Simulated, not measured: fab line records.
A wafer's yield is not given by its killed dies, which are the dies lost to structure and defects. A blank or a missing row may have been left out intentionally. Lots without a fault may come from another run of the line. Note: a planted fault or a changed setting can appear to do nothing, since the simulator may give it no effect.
The tool behind it: which one? / flow rit cmos / 13 lots with 39 wafers sampled at 4 steps, on a route of 202 steps

## WHAT EACH GAUGE READ, for each wafer
RIT_ACTIVE_BOW_MEAS_00.
lot=L914; measured=day 1 10:00; on=film metro-02; INCOMING_BOW (um)=-8 -4 -2
lot=L915; measured=day 1 15:00; on=film metro-01; INCOMING_BOW (um)=1 -1 6
lot=L916; measured=day 1 20:02; on=film metro-04; INCOMING_BOW (um)=0 -9 4
lot=L917; measured=day 2 01:00; on=film metro-04; INCOMING_BOW (um)=9 8 11
lot=L919; measured=day 2 11:01; on=film metro-01; INCOMING_BOW (um)=6 8 -6
lot=L920; measured=day 2 16:02; on=film metro-02; INCOMING_BOW (um)=13 -3 -7
lot=L921; measured=day 2 21:00; on=film metro-04; INCOMING_BOW (um)=2 0 11
lot=L922; measured=day 3 02:00; on=film metro-04; INCOMING_BOW (um)=-8 -1 11
lot=L925; measured=day 3 17:04; on=film metro-01; INCOMING_BOW (um)=-1 -8 3
lot=L934; measured=day 5 14:00; on=film metro-02; INCOMING_BOW (um)=4 3 0
lot=L935; measured=day 5 19:00; on=film metro-02; INCOMING_BOW (um)=3 -5 -3
lot=L936; measured=day 6 00:01; on=film metro-02; INCOMING_BOW (um)=5 -8 -9
lot=L937; measured=day 6 05:00; on=film metro-01; INCOMING_BOW (um)=-13 -1 -4

RIT_ACTIVE_CD_MEAS_11: the cd target is 1400 nm.
lot=L914; measured=day 1 14:26; on=cd sem-02; cd nm (nm)=1400.2 1399.4 1396.9
lot=L915; measured=day 1 19:26; on=cd sem-02; cd nm (nm)=1401.6 1400.9 1402.0
lot=L916; measured=day 2 00:29; on=cd sem-01; cd nm (nm)=1398.7 1399.2 1399.9
lot=L917; measured=day 2 05:34; on=cd sem-02; cd nm (nm)=1399.1 1397.4 1399.8
lot=L919; measured=day 2 17:03; on=cd sem-01; cd nm (nm)=1403.0 1400.9 1400.0
lot=L920; measured=day 2 20:29; on=cd sem-01; cd nm (nm)=1398.8 1398.5 1395.1
lot=L921; measured=day 3 01:31; on=cd sem-01; cd nm (nm)=1398.5 1397.7 1397.6
lot=L922; measured=day 3 06:26; on=cd sem-02; cd nm (nm)=1400.0 1403.7 1402.1
lot=L925; measured=day 3 22:25; on=cd sem-02; cd nm (nm)=1275.4 1275.2 1277.6
lot=L934; measured=day 5 18:48; on=cd sem-01; cd nm (nm)=1404.1 1403.3 1403.1
lot=L935; measured=day 5 23:26; on=cd sem-02; cd nm (nm)=1398.3 1397.7 1397.8
lot=L936; measured=day 6 05:20; on=cd sem-02; cd nm (nm)=1401.9 1403.8 1401.3
lot=L937; measured=day 6 10:28; on=cd sem-01; cd nm (nm)=1402.1 1401.9 1401.9

RIT_WELLDRIVE_RS_MEAS_02: uses a four-point probe to measure.
lot=L914; measured=day 2 05:10; on=film metro-03; PWELL_RS (ohm/sq)=428.4 429.2 428.6
lot=L915; measured=day 2 08:46; on=film metro-03; PWELL_RS (ohm/sq)=433.0 431.8 433.4
lot=L916; measured=day 2 14:20; on=film metro-02; PWELL_RS (ohm/sq)=430.9 430.2 429.2
lot=L917; measured=day 2 20:00; on=film metro-01; PWELL_RS (ohm/sq)=429.2 431.4 429.4
lot=L919; measured=day 3 07:08; on=film metro-01; PWELL_RS (ohm/sq)=429.7 430.3 430.0
lot=L920; measured=day 3 09:43; on=film metro-03; PWELL_RS (ohm/sq)=431.0 429.9 430.7
lot=L921; measured=day 3 15:59; on=film metro-01; PWELL_RS (ohm/sq)=428.2 428.9 428.2
lot=L922; measured=day 4 02:05; on=film metro-03; PWELL_RS (ohm/sq)=431.5 430.7 431.3
lot=L925; measured=day 4 14:55; on=film metro-03; PWELL_RS (ohm/sq)=432.4 431.4 430.3
lot=L934; measured=day 6 08:03; on=film metro-03; PWELL_RS (ohm/sq)=431.3 431.5 430.9
lot=L935; measured=day 6 13:08; on=film metro-03; PWELL_RS (ohm/sq)=429.0 428.4 429.6
lot=L936; measured=day 6 18:53; on=film metro-03; PWELL_RS (ohm/sq)=430.9 430.2 430.1
lot=L937; measured=day 7 00:10; on=film metro-02; PWELL_RS (ohm/sq)=429.6 428.5 428.7

## WHICH TOOL RAN EACH LOT (tool, then ch and the chambers of the sampled wafers, then the start)
lot=L914; RIT_ACTIVE_EXPOSE_08=iline stepper-01 ch 0, day 1 14:02
lot=L915; RIT_ACTIVE_EXPOSE_08=iline stepper-01 ch 0, day 1 19:02
lot=L916; RIT_ACTIVE_EXPOSE_08=iline stepper-01 ch 0, day 2 00:05
lot=L917; RIT_ACTIVE_EXPOSE_08=iline stepper-02 ch 0, day 2 05:10
lot=L919; RIT_ACTIVE_EXPOSE_08=iline stepper-02 ch 0, day 2 16:39
lot=L920; RIT_ACTIVE_EXPOSE_08=iline stepper-02 ch 0, day 2 20:05
lot=L921; RIT_ACTIVE_EXPOSE_08=iline stepper-02 ch 0, day 3 01:07
lot=L922; RIT_ACTIVE_EXPOSE_08=iline stepper-02 ch 0, day 3 06:02
lot=L925; RIT_ACTIVE_EXPOSE_08=iline stepper-02 ch 0, day 3 21:59
lot=L934; RIT_ACTIVE_EXPOSE_08=iline stepper-01 ch 0, day 5 18:24
lot=L935; RIT_ACTIVE_EXPOSE_08=iline stepper-01 ch 0, day 5 23:02
lot=L936; RIT_ACTIVE_EXPOSE_08=iline stepper-01 ch 0, day 6 04:50
lot=L937; RIT_ACTIVE_EXPOSE_08=iline stepper-02 ch 0, day 6 10:04
- RIT_ACTIVE_EXPOSE_08: exposes mask M1, target cd 1400 nm.

## AS READ BY THE TOOLS THEMSELVES (means over the sampled wafers that have a number; for cases with no such wafer, the mark the record gives instead)
The record holds no such reading with a usual standard deviation.

## THE ANSWER, worked out from the rows above alone
Rule: what is usual is taken from the lots themselves. Put in order of their means at a reading, lots are off if they are a third of the lots or fewer, leave a main group of 4 or more, and stand apart from it by a gap of 3 or more times the standard deviation of the main group's means; of several such gaps the widest counts. If all means in a main group match to the digits the tables above print for the reading, that group is not used. Also off: a lot with no number at a reading for which 4 or more lots have one. Where the step has rows for the other lots, those lots are counted as sound. First the gauges in route order, then the tools' own readings, where a lot's mean is used as printed above. The first step at which some lot is off is used, and at that step the reading that is off furthest; a lot without a number counts as furthest.
Off: L925 (RIT_ACTIVE_CD_MEAS_11, cd nm). The main group has a mean of 1400.2 nm with a standard deviation of 2.
A tool fits if, at a process step before that reading, it ran every lot that is off, and no sound lot after the first of them. The gauges at RIT_ACTIVE_CD_MEAS_11 are tried like those tools. Of those tried, none fits.

## WHAT WAS PUT IN BY THE SIMULATOR
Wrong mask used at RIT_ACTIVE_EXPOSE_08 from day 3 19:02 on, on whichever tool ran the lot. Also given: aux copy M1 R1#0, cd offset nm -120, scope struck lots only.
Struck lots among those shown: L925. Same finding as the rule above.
